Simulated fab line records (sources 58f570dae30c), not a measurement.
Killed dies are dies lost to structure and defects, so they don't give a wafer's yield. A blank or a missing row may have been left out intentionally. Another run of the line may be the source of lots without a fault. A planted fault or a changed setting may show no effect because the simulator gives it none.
What tool caused it? ; flow berkeley-cmos170 ; 14 lots, 42 wafers sampled, at 2 steps of a route of 331

## WHAT THE GAUGES SHOWED, per wafer
UCB170_GATE_CD_MEAS_90 targets a cd of 350 nm. Usual: cd-nm reads 349.4 nm (standard deviation 1.4).
lot;measured;on;cd-nm (nm);flag
L824;day 5 20:48;cd-sem-02;350.4 351.5 350.3;
L825;day 5 21:07;cd-sem-01;348.2 349.1 348.6;
L828;day 6 17:26;cd-sem-02;349.8 350.9 350.0;
L829;day 6 20:48;cd-sem-01;351.0 349.8 348.6;
L827;day 6 20:56;cd-sem-02;349.0 348.3 348.9;
L831;day 7 03:53;cd-sem-01;348.8 348.1 349.2;
L841;day 9 03:00;cd-sem-02;- - -;OFF
L837;day 9 03:19;cd-sem-02;- - -;OFF
L843;day 9 17:10;cd-sem-02;350.3 351.1 349.9;
L844;day 9 23:06;cd-sem-02;350.2 350.7 349.8;
L842;day 9 23:30;cd-sem-02;349.7 352.2 348.3;
L846;day 10 16:02;cd-sem-02;348.5 348.2 347.7;
L845;day 10 16:37;cd-sem-02;349.3 347.2 347.6;
L847;day 10 17:02;cd-sem-01;350.8 350.6 350.1;

## WHICH TOOL RAN EACH LOT (tool, then ch and the chambers of the sampled wafers, then the start)
lot;UCB170_GATE_ETCH_15
L824;rie-si-02 ch 1,2, day 5 20:36
L825;rie-si-02 ch 0,2,3, day 5 20:55
L828;rie-si-01 ch 0,2,3, day 6 17:18
L829;rie-si-01 ch 1,3, day 6 20:39
L827;rie-si-02 ch 1,3, day 6 20:46
L831;rie-si-01 ch 0,2, day 7 03:45
L841;rie-si-01 ch 0,3, day 9 02:51
L837;rie-si-02 ch 1,2,3, day 9 03:08
L843;rie-si-02 ch 0,1,3, day 9 16:59
L844;rie-si-01 ch 2,3, day 9 22:39
L842;rie-si-02 ch 0,2,3, day 9 23:02
L846;rie-si-01 ch 2,3, day 10 15:49
L845;rie-si-01 ch 2,3, day 10 16:28
L847;rie-si-01 ch 1,2, day 10 16:44
- UCB170_GATE_ETCH_15: etches poly-Si in HBr/Cl2, stops on SiO2, time 56.3 s, target depth 278.2 nm.

## AS READ BY THE TOOLS THEMSELVES (means over the sampled wafers that have a number; for cases with no such wafer, the mark the record gives instead)
UCB170_GATE_ETCH_15. Usual: HBr_flow_sccm 150.0 sccm, standard deviation 0.45; bias-w 150.0 W, standard deviation 0.46; drypump-motor-current-A 5.5 A, standard deviation 0.37; mfc-cl2-sccm 50.01 sccm, standard deviation 0.17; oes-product-au 0.837 a.u., standard deviation 0.01; rf-fwd-power-W 297.4 W, standard deviation 1.1; throttle-valve-pct 26.33 %, standard deviation 0.16.
lot;tool;HBr_flow_sccm (sccm);bias-w (W);drypump-motor-current-A (A);mfc-cl2-sccm (sccm);oes-product-au (a.u.);rf-fwd-power-W (W);throttle-valve-pct (%);flag
L824;rie-si-02;150.2;149.7;5.6;49.92;0.852;297.3;26.31;
L825;rie-si-02;150.3;149.9;5.7;49.85;0.836;299.1;26.42;
L828;rie-si-01;150.1;150.0;5.4;49.87;0.828;295.9;26.34;
L829;rie-si-01;149.7;149.3;5.4;50.08;0.851;297.7;26.15;
L827;rie-si-02;150.4;150.2;5.9;49.89;0.843;297.8;26.28;
L831;rie-si-01;149.7;149.8;5.0;49.88;0.823;295.9;26.39;
L841;rie-si-01;-;-;-;-;-;-;-;OFF
L837;rie-si-02;-;-;-;-;-;-;-;OFF
L843;rie-si-02;149.9;150.2;5.7;49.96;0.838;296.8;26.40;
L844;rie-si-01;150.1;149.7;5.5;50.13;0.822;297.7;26.41;
L842;rie-si-02;150.1;150.0;5.7;50.04;0.843;297.6;26.42;
L846;rie-si-01;150.2;150.2;5.7;49.88;0.827;297.2;26.29;
L845;rie-si-01;149.9;150.2;5.5;50.17;0.825;297.4;26.41;
L847;rie-si-01;149.9;150.6;5.2;50.04;0.842;297.8;26.26;

## THE ANSWER, worked out from the rows above alone
Rule: a lot counts as off when the mean over its wafers that have a number is more than 3 standard deviations away from the usual mean. Also off: a lot with no number at a reading for which 4 or more lots have one. All remaining lots with rows at the step are treated as sound. The gauges are gone through in route order, then the tools' own readings, and for those a lot's mean is taken as printed above. At the first step where some lot is off, the reading lying furthest off is the one used; lots without a number count as furthest.
Off: L841, L837 (UCB170_GATE_CD_MEAS_90, cd-nm). Without a number there: L841, L837.
If a tool, at a process step before that reading, ran all the lots that are off and no sound lot after the first of them, it fits. The gauges at UCB170_GATE_CD_MEAS_90 aren't tried: what is off there is off at UCB170_GATE_ETCH_15 too, on other tools, and a gauge's error can't cause that. No candidate that was tried fits.

## WHAT WAS PUT IN BY THE SIMULATOR
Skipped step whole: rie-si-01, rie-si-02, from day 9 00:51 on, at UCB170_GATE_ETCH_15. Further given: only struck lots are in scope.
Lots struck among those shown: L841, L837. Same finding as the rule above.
